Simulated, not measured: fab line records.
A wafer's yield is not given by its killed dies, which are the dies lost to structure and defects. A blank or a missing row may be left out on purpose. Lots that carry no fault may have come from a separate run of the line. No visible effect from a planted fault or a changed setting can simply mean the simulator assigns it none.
Which tool was responsible?    flow berkeley_cmos170    42 wafers from 14 lots sampled at 3 of the route's 331 steps

## WHAT THE GAUGES READ, wafer by wafer
UCB170_V1_CD_MEAS_90: target cd 700 nm.
lot   measured      on         cd_nm (nm)
L818  day 8 06:18   cd_sem-01  698.8 698.3 699.8
L820  day 8 20:36   cd_sem-01  699.5 699.8 700.8
L821  day 9 05:38   cd_sem-01  700.7 701.5 700.6
L825  day 10 03:41  cd_sem-02  702.1 699.6 699.5
L827  day 10 19:53  cd_sem-01  701.8 699.7 699.3
L828  day 10 20:10  cd_sem-02  700.0 701.1 701.0
L830  day 11 03:58  cd_sem-01  698.8 699.7 700.0
L833  day 11 20:58  cd_sem-01  697.4 698.2 698.8
L832  day 11 21:16  cd_sem-01  698.7 699.9 699.8
L837  day 13 12:51  cd_sem-02  699.2 699.6 699.9
L838  day 13 21:06  cd_sem-02  697.3 698.8 697.9
L839  day 13 21:28  cd_sem-02  699.5 697.9 698.8
L841  day 13 23:45  cd_sem-01  697.8 697.2 697.9
L840  day 14 02:07  cd_sem-02  700.4 702.2 700.9

UCB170_M2_THK_MEAS_03: measures by xrf.
lot   measured      on             M2_AL_THK (nm)
L818  day 8 06:41   film_metro-01  931 949 938
L820  day 8 20:58   film_metro-03  942 917 944
L821  day 9 06:02   film_metro-03  922 935 910
L825  day 10 04:08  film_metro-03  929 930 948
L827  day 10 20:16  film_metro-03  917 925 924
L828  day 10 20:33  film_metro-04  935 942 941
L830  day 11 04:21  film_metro-01  933 920 921
L833  day 11 21:22  film_metro-03  921 917 906
L832  day 11 21:38  film_metro-04  935 936 940
L837  day 13 13:14  film_metro-03  924 921 928
L838  day 13 21:29  film_metro-04  929 958 961
L839  day 13 21:51  film_metro-04  949 935 945
L841  day 14 00:08  film_metro-04  929 936 931
L840  day 14 02:31  film_metro-01  952 938 933

UCB170_V2_CD_MEAS_90: target cd 700 nm.
lot   measured      on         cd_nm (nm)
L818  day 8 11:47   cd_sem-02  699.5 701.9 699.3
L820  day 9 01:46   cd_sem-01  701.0 700.3 700.4
L821  day 9 11:45   cd_sem-01  699.2 700.0 698.5
L825  day 10 09:19  cd_sem-02  697.3 698.8 698.3
L827  day 11 00:53  cd_sem-01  699.2 698.5 699.8
L828  day 11 01:20  cd_sem-01  698.7 697.3 698.7
L830  day 11 08:49  cd_sem-01  698.0 697.9 698.2
L833  day 12 03:07  cd_sem-02  698.7 700.1 698.0
L832  day 12 05:24  cd_sem-02  699.2 698.3 699.2
L837  day 13 19:02  cd_sem-01  702.1 701.2 701.7
L838  day 14 06:41  cd_sem-02  700.0 700.8 700.7
L839  day 14 06:32  cd_sem-02  700.1 699.7 699.8
L841  day 14 09:04  cd_sem-02  698.4 698.5 697.8
L840  day 14 09:47  cd_sem-02  700.1 700.0 699.8

## WHICH TOOL RAN EACH LOT (tool, then ch and the chambers of the sampled wafers, then the start)
There is no process step in the record ahead of these readings.

## WHAT THE TOOLS THEMSELVES READ (means of the sampled wafers that have a number; where no wafer has one, the mark that the record gives instead)
The record holds no such reading with a usual standard deviation.

## THE ANSWER, worked out from the rows above alone
Rule: the lots themselves supply what counts as usual. The widest of any qualifying gaps counts: lots, ordered by their means at a reading, are off when they make up no more than a third of the lots, leave a main group of 4 or more, and stand apart from it by 3 or more times the standard deviation of that group's means. Not used: any main group whose means are identical at the precision the tables above print for the reading. Also off: a lot with no number at a reading for which 4 or more lots have one. Any other lot the step has rows for is counted as sound. After the gauges, taken in route order, come the tools' own readings; for these a lot's mean is taken, as printed above. At the first step where some lot is off, the reading lying furthest off is the one used; lots without a number count as furthest.
None of the lots is off at any reading shown; this tells nothing.

## WHAT THE SIMULATOR HAD PUT IN
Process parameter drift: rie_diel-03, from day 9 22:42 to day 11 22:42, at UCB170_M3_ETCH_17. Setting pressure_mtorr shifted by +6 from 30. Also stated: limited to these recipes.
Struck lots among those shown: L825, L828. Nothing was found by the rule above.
